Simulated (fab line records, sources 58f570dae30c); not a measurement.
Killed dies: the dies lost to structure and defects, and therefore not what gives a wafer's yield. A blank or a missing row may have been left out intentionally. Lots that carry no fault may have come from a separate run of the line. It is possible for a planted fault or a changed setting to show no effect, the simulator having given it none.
Which tool is to blame? || flow berkeley-cmos170 || 14 lots with 42 wafers sampled at 5 steps, on a route of 331 steps

## WHAT THE GAUGES READ, wafer by wafer
UCB170_NWELL_TW_MEAS_16. Usual: for NWELL_TW the level is 1238 and the standard deviation is 7.2.
{"lot": "L856", "measured": "day 2 15:22", "on": "film-metro-02", "NWELL_TW": "1229 1232 1235", "flag": ""}
{"lot": "L857", "measured": "day 2 20:52", "on": "film-metro-02", "NWELL_TW": "1234 1226 1231", "flag": ""}
{"lot": "L858", "measured": "day 3 06:36", "on": "film-metro-01", "NWELL_TW": "1233 1235 1236", "flag": ""}
{"lot": "L861", "measured": "day 3 14:56", "on": "film-metro-02", "NWELL_TW": "1238 1233 1234", "flag": ""}
{"lot": "L859", "measured": "day 3 15:11", "on": "film-metro-04", "NWELL_TW": "1243 1240 1236", "flag": ""}
{"lot": "L860", "measured": "day 3 15:11", "on": "film-metro-01", "NWELL_TW": "1240 1245 1239", "flag": ""}
{"lot": "L862", "measured": "day 4 05:37", "on": "film-metro-02", "NWELL_TW": "1234 1234 1235", "flag": ""}
{"lot": "L864", "measured": "day 4 11:38", "on": "film-metro-01", "NWELL_TW": "1284 1289 1282", "flag": "OFF"}
{"lot": "L865", "measured": "day 4 12:11", "on": "film-metro-02", "NWELL_TW": "1230 1232 1229", "flag": ""}
{"lot": "L870", "measured": "day 5 07:08", "on": "film-metro-01", "NWELL_TW": "1290 1295 1292", "flag": "OFF"}
{"lot": "L873", "measured": "day 6 06:59", "on": "film-metro-04", "NWELL_TW": "1237 1241 1232", "flag": ""}
{"lot": "L876", "measured": "day 6 13:41", "on": "film-metro-04", "NWELL_TW": "1230 1234 1235", "flag": ""}
{"lot": "L878", "measured": "day 7 05:32", "on": "film-metro-04", "NWELL_TW": "1234 1228 1228", "flag": ""}
{"lot": "L879", "measured": "day 7 05:40", "on": "film-metro-01", "NWELL_TW": "1233 1233 1238", "flag": ""}

UCB170_PVT_OVL_MEAS_06. Usual: for PVT_OVL the level is -1 nm and the standard deviation is 4.9.
{"lot": "L856", "measured": "day 6 22:20", "on": "overlay-02", "PVT_OVL (nm)": "-1 4 1", "flag": ""}
{"lot": "L857", "measured": "day 6 21:44", "on": "overlay-01", "PVT_OVL (nm)": "-2 -1 -8", "flag": ""}
{"lot": "L858", "measured": "day 6 22:04", "on": "overlay-02", "PVT_OVL (nm)": "0 -2 1", "flag": ""}
{"lot": "L861", "measured": "day 7 17:23", "on": "overlay-02", "PVT_OVL (nm)": "3 -1 -3", "flag": ""}
{"lot": "L859", "measured": "day 7 17:07", "on": "overlay-01", "PVT_OVL (nm)": "-8 -7 -13", "flag": ""}
{"lot": "L860", "measured": "day 7 17:57", "on": "overlay-02", "PVT_OVL (nm)": "-1 6 -1", "flag": ""}
{"lot": "L862", "measured": "day 7 17:40", "on": "overlay-01", "PVT_OVL (nm)": "1 3 -2", "flag": ""}
{"lot": "L864", "measured": "day 8 15:07", "on": "overlay-02", "PVT_OVL (nm)": "-4 2 3", "flag": ""}
{"lot": "L865", "measured": "day 8 14:44", "on": "overlay-01", "PVT_OVL (nm)": "-10 -13 -13", "flag": ""}
{"lot": "L870", "measured": "day 9 04:36", "on": "overlay-01", "PVT_OVL (nm)": "1 -2 3", "flag": ""}
{"lot": "L873", "measured": "day 11 03:04", "on": "overlay-02", "PVT_OVL (nm)": "0 1 6", "flag": ""}
{"lot": "L876", "measured": "day 11 02:43", "on": "overlay-02", "PVT_OVL (nm)": "-2 -11 -2", "flag": ""}
{"lot": "L878", "measured": "day 11 18:10", "on": "overlay-02", "PVT_OVL (nm)": "5 -6 1", "flag": ""}
{"lot": "L879", "measured": "day 11 17:54", "on": "overlay-02", "PVT_OVL (nm)": "-5 -11 -1", "flag": ""}

UCB170_CONTACT_CD_MEAS_15 targets a cd of 700 nm. Usual: cd-nm reads 700.1 nm (standard deviation 1.3).
{"lot": "L856", "measured": "day 8 05:29", "on": "cd-sem-02", "cd-nm (nm)": "700.9 700.5 700.5", "flag": ""}
{"lot": "L857", "measured": "day 8 05:14", "on": "cd-sem-01", "cd-nm (nm)": "700.8 701.0 699.8", "flag": ""}
{"lot": "L858", "measured": "day 8 07:27", "on": "cd-sem-01", "cd-nm (nm)": "700.5 699.5 701.0", "flag": ""}
{"lot": "L861", "measured": "day 9 08:44", "on": "cd-sem-01", "cd-nm (nm)": "699.9 698.9 701.4", "flag": ""}
{"lot": "L859", "measured": "day 9 07:40", "on": "cd-sem-02", "cd-nm (nm)": "697.2 699.7 698.1", "flag": ""}
{"lot": "L860", "measured": "day 9 09:00", "on": "cd-sem-02", "cd-nm (nm)": "700.8 700.4 701.0", "flag": ""}
{"lot": "L862", "measured": "day 9 08:41", "on": "cd-sem-02", "cd-nm (nm)": "700.6 700.6 700.7", "flag": ""}
{"lot": "L864", "measured": "day 10 02:10", "on": "cd-sem-01", "cd-nm (nm)": "700.1 698.6 697.7", "flag": ""}
{"lot": "L865", "measured": "day 10 01:52", "on": "cd-sem-01", "cd-nm (nm)": "697.6 698.5 698.0", "flag": ""}
{"lot": "L870", "measured": "day 11 05:17", "on": "cd-sem-02", "cd-nm (nm)": "702.5 701.4 703.8", "flag": ""}
{"lot": "L873", "measured": "day 13 03:35", "on": "cd-sem-01", "cd-nm (nm)": "701.8 701.1 701.2", "flag": ""}
{"lot": "L876", "measured": "day 13 01:45", "on": "cd-sem-01", "cd-nm (nm)": "700.9 700.3 699.4", "flag": ""}
{"lot": "L878", "measured": "day 13 20:32", "on": "cd-sem-01", "cd-nm (nm)": "698.4 697.6 698.9", "flag": ""}
{"lot": "L879", "measured": "day 13 20:19", "on": "cd-sem-02", "cd-nm (nm)": "699.4 699.0 698.5", "flag": ""}

## EACH LOT AND THE TOOL THAT RAN IT (in order: tool; ch and the chambers of the sampled wafers; start)
{"lot": "L856", "UCB170_NWELL_IMPLANT_14": "implanter-03 ch 0, day 2 15:07", "UCB170_GATE_STRIP_16": "plasma-asher-01 ch 0,1, day 7 10:04"}
{"lot": "L857", "UCB170_NWELL_IMPLANT_14": "implanter-02 ch 0, day 2 20:38", "UCB170_GATE_STRIP_16": "plasma-asher-04 ch 0, day 7 09:49"}
{"lot": "L858", "UCB170_NWELL_IMPLANT_14": "implanter-03 ch 0, day 3 06:21", "UCB170_GATE_STRIP_16": "plasma-asher-04 ch 0,1, day 7 10:18"}
{"lot": "L861", "UCB170_NWELL_IMPLANT_14": "implanter-02 ch 0, day 3 14:41", "UCB170_GATE_STRIP_16": "plasma-asher-04 ch 0,1, day 8 09:19"}
{"lot": "L859", "UCB170_NWELL_IMPLANT_14": "implanter-04 ch 0, day 3 14:57", "UCB170_GATE_STRIP_16": "plasma-asher-01 ch 0,1, day 8 09:03"}
{"lot": "L860", "UCB170_NWELL_IMPLANT_14": "implanter-03 ch 0, day 3 14:58", "UCB170_GATE_STRIP_16": "plasma-asher-01 ch 0,1, day 8 09:32"}
{"lot": "L862", "UCB170_NWELL_IMPLANT_14": "implanter-03 ch 0, day 4 05:23", "UCB170_GATE_STRIP_16": "plasma-asher-03 ch 0,1, day 8 09:10"}
{"lot": "L864", "UCB170_NWELL_IMPLANT_14": "implanter-03 ch 0, day 4 11:24", "UCB170_GATE_STRIP_16": "plasma-asher-04 ch 0,1, day 9 03:58"}
{"lot": "L865", "UCB170_NWELL_IMPLANT_14": "implanter-04 ch 0, day 4 11:57", "UCB170_GATE_STRIP_16": "plasma-asher-03 ch 0,1, day 9 03:19"}
{"lot": "L870", "UCB170_NWELL_IMPLANT_14": "implanter-03 ch 0, day 5 06:55", "UCB170_GATE_STRIP_16": "plasma-asher-04 ch 0, day 10 03:37"}
{"lot": "L873", "UCB170_NWELL_IMPLANT_14": "implanter-02 ch 0, day 6 06:45", "UCB170_GATE_STRIP_16": "plasma-asher-01 ch 0,1, day 11 21:45"}
{"lot": "L876", "UCB170_NWELL_IMPLANT_14": "implanter-02 ch 0, day 6 13:20", "UCB170_GATE_STRIP_16": "plasma-asher-04 ch 0,1, day 11 21:09"}
{"lot": "L878", "UCB170_NWELL_IMPLANT_14": "implanter-04 ch 0, day 7 05:17", "UCB170_GATE_STRIP_16": "plasma-asher-03 ch 0,1, day 12 20:22"}
{"lot": "L879", "UCB170_NWELL_IMPLANT_14": "implanter-02 ch 0, day 7 05:26", "UCB170_GATE_STRIP_16": "plasma-asher-01 ch 0,1, day 12 20:05"}
- UCB170_NWELL_IMPLANT_14
- UCB170_GATE_STRIP_16: strips in O2.

## AS READ BY THE TOOLS THEMSELVES (means over the sampled wafers that have a number; for cases with no such wafer, the mark the record gives instead)
UCB170_NWELL_IMPLANT_14. Usual: beam-energy-keV 150.01, standard deviation 0.044; dose-ions-cm2 1.0001e+13, standard deviation 1.1e+10; faraday-current-uA 31.8, standard deviation 0.63.
{"lot": "L856", "tool": "implanter-03", "beam-energy-keV": 150.02, "dose-ions-cm2": 1.0006e+13, "faraday-current-uA": 32.1, "flag": ""}
{"lot": "L857", "tool": "implanter-02", "beam-energy-keV": 150.01, "dose-ions-cm2": 1.0008e+13, "faraday-current-uA": 31.4, "flag": ""}
{"lot": "L858", "tool": "implanter-03", "beam-energy-keV": 150.01, "dose-ions-cm2": 1.0002e+13, "faraday-current-uA": 31.4, "flag": ""}
{"lot": "L861", "tool": "implanter-02", "beam-energy-keV": 149.97, "dose-ions-cm2": 9.9940e+12, "faraday-current-uA": 31.5, "flag": ""}
{"lot": "L859", "tool": "implanter-04", "beam-energy-keV": 150.02, "dose-ions-cm2": 9.9990e+12, "faraday-current-uA": 32.3, "flag": ""}
{"lot": "L860", "tool": "implanter-03", "beam-energy-keV": 150.05, "dose-ions-cm2": 9.9913e+12, "faraday-current-uA": 31.9, "flag": ""}
{"lot": "L862", "tool": "implanter-03", "beam-energy-keV": 150.04, "dose-ions-cm2": 1.0002e+13, "faraday-current-uA": 32.2, "flag": ""}
{"lot": "L864", "tool": "implanter-03", "beam-energy-keV": 150.02, "dose-ions-cm2": 1.1122e+13, "faraday-current-uA": 35.7, "flag": "OFF"}
{"lot": "L865", "tool": "implanter-04", "beam-energy-keV": 150.06, "dose-ions-cm2": 1.0007e+13, "faraday-current-uA": 32.1, "flag": ""}
{"lot": "L870", "tool": "implanter-03", "beam-energy-keV": 150.02, "dose-ions-cm2": 1.1129e+13, "faraday-current-uA": 35.6, "flag": "OFF"}
{"lot": "L873", "tool": "implanter-02", "beam-energy-keV": 150.00, "dose-ions-cm2": 9.9900e+12, "faraday-current-uA": 30.9, "flag": ""}
{"lot": "L876", "tool": "implanter-02", "beam-energy-keV": 149.95, "dose-ions-cm2": 9.9970e+12, "faraday-current-uA": 32.3, "flag": ""}
{"lot": "L878", "tool": "implanter-04", "beam-energy-keV": 150.08, "dose-ions-cm2": 9.9873e+12, "faraday-current-uA": 31.7, "flag": ""}
{"lot": "L879", "tool": "implanter-02", "beam-energy-keV": 150.01, "dose-ions-cm2": 1.0019e+13, "faraday-current-uA": 31.9, "flag": ""}

UCB170_GATE_STRIP_16. Usual: drypump-motor-current-A 5.7 A, standard deviation 0.48; oes-product-au 0.724 a.u., standard deviation 0.0044.
{"lot": "L856", "tool": "plasma-asher-01", "drypump-motor-current-A (A)": 6.3, "oes-product-au (a.u.)": 0.723, "flag": ""}
{"lot": "L857", "tool": "plasma-asher-04", "drypump-motor-current-A (A)": 5.6, "oes-product-au (a.u.)": 0.720, "flag": ""}
{"lot": "L858", "tool": "plasma-asher-04", "drypump-motor-current-A (A)": 5.6, "oes-product-au (a.u.)": 0.728, "flag": ""}
{"lot": "L861", "tool": "plasma-asher-04", "drypump-motor-current-A (A)": 5.4, "oes-product-au (a.u.)": 0.728, "flag": ""}
{"lot": "L859", "tool": "plasma-asher-01", "drypump-motor-current-A (A)": 6.2, "oes-product-au (a.u.)": 0.718, "flag": ""}
{"lot": "L860", "tool": "plasma-asher-01", "drypump-motor-current-A (A)": 6.2, "oes-product-au (a.u.)": 0.722, "flag": ""}
{"lot": "L862", "tool": "plasma-asher-03", "drypump-motor-current-A (A)": 5.2, "oes-product-au (a.u.)": 0.726, "flag": ""}
{"lot": "L864", "tool": "plasma-asher-04", "drypump-motor-current-A (A)": 5.4, "oes-product-au (a.u.)": 0.727, "flag": ""}
{"lot": "L865", "tool": "plasma-asher-03", "drypump-motor-current-A (A)": 5.2, "oes-product-au (a.u.)": 0.725, "flag": ""}
{"lot": "L870", "tool": "plasma-asher-04", "drypump-motor-current-A (A)": 5.7, "oes-product-au (a.u.)": 0.722, "flag": ""}
{"lot": "L873", "tool": "plasma-asher-01", "drypump-motor-current-A (A)": 6.3, "oes-product-au (a.u.)": 0.731, "flag": ""}
{"lot": "L876", "tool": "plasma-asher-04", "drypump-motor-current-A (A)": 5.4, "oes-product-au (a.u.)": 0.726, "flag": ""}
{"lot": "L878", "tool": "plasma-asher-03", "drypump-motor-current-A (A)": 5.2, "oes-product-au (a.u.)": 0.719, "flag": ""}
{"lot": "L879", "tool": "plasma-asher-01", "drypump-motor-current-A (A)": 6.3, "oes-product-au (a.u.)": 0.720, "flag": ""}

## THE ANSWER, worked out from the rows above alone
Rule: lot off if the mean of its wafers having a number is beyond 3 standard deviations from the usual mean. A lot without any number at a reading at which 4 lots or more have one is off too. Where the step has rows for the other lots, those lots are counted as sound. After the gauges, taken in route order, come the tools' own readings; for these a lot's mean is taken, as printed above. The first step at which some lot is off is used, and at that step the reading that is off furthest; a lot without a number counts as furthest.
Off: L864, L870, seen at UCB170_NWELL_TW_MEAS_16 (NWELL_TW).
If a tool, at a process step before that reading, ran all the lots that are off and no sound lot after the first of them, it fits. Not tried: the gauges at UCB170_NWELL_TW_MEAS_16; whatever is off there is also off at UCB170_NWELL_IMPLANT_14, on other tools, and gauge error can't account for it. One fits: implanter-03 at UCB170_NWELL_IMPLANT_14. Its last sound lot is L862 (day 4 05:23), its first lot that is off L864 (day 4 11:24): a fault that began between those two fits.
The tool's own readings at UCB170_NWELL_IMPLANT_14 bear it out: on the lots that are off they differ by more than 5 times the standard deviation of the sound lots' means. dose-ions-cm2 reads 1.1126e+13 there against 1.0000e+13 on the sound lots; faraday-current-uA reads 35.7 there against 31.8 on the sound lots.

## WHAT THE SIMULATOR HAD INSERTED
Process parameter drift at UCB170_NWELL_IMPLANT_14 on implanter-03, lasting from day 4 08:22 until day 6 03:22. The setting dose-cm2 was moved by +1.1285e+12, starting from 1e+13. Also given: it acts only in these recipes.
Shown lots that were struck: L864, L870. Same finding as the rule above.
